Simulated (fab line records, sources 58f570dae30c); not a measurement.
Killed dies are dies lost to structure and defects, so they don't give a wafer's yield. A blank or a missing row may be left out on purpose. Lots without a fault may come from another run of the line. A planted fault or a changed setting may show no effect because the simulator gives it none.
Problem report in the 8D (eight disciplines) form, filled by code | flow berkeley_cmos170 | the parts of the form that need people (team, actions taken, sign-off) are left out

1. THE PROBLEM
tilt_deg at UCB170_NSD_IMPLANT_08 reads a mean of 5.582 degrees on 9 wafers of 3 lots; wafers without a fault read 6.998 degrees with a standard deviation of 0.017. That is -83 standard deviations from the usual mean.
First seen on wafer L482.2, day 9 12:12, on implanter-02. The record holds 45 wafers of 15 lots with a number at this step. Rule for "out", or "out of limits": more than 4 standard deviations from the usual mean. The other wafers with a number count as sound.

2. WHAT IT IS AND WHAT IT IS NOT
question                    | is                     | is not
which readings at this step | tilt_deg               | -
which lots                  | L481, L482, L483       | L468, L469, L470, L471, L472, L473, L475, L476, L479, L488, L489, L490
which wafers of those lots  | all that have a number | -
read on which tools         | implanter-02           | implanter-03, implanter-04
when                        | from day 9 12:12       | up to then (27 sound wafers); but 9 sound wafers of L488, L489, L490 came after

3. SUSPECTS, AND WHAT RULES EACH OUT
Counting: a tool at a process step up to the reading stays a suspect if it ran every lot that is out and no sound lot after the first of them.
- implanter-02 at UCB170_NSD_IMPLANT_08: kept. It ran every lot that is out, first L482 (day 9 12:12), and no sound lot after that; its last sound lot up to then is L479 (day 8 14:02). Its own readings are out on those wafers: tilt_deg.
Left after counting: implanter-02 at UCB170_NSD_IMPLANT_08.

4. THE CAUSE (what the simulator had put in)
Process parameter drift: implanter-02, from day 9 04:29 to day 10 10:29, at UCB170_NSD_IMPLANT_08. Setting tilt_deg, moved by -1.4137, from 7. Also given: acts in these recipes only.
Counting left only this tool.

5. THE CHAIN OF EFFECTS, in route order
Each row: a reading whose mean over the struck wafers that have a number lies more than 3 standard deviations from the usual. Only readings for which the record gives a usual standard deviation are gone through. hours: the time from each lot's start at the first step in this table that gives one to its start at this step, as a median over the lots. sigmas: the change in usual standard deviations.
hours | step                  | reading  | usual         | on struck wafers | change | sigmas
0     | UCB170_NSD_IMPLANT_08 | tilt_deg | 6.998 degrees | 5.582            | -1.416 | -83
The process steps in it:
- UCB170_NSD_IMPLANT_08
Readings that are blank on the struck wafers while sound wafers have them: NSD_RS at UCB170_SDANNEAL_RS_MEAS_03.

6. WHAT WOULD HAVE CAUGHT IT SOONER
In this record the first reading out of limits was taken at day 9 12:12, 8 hours after the fault began at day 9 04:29.
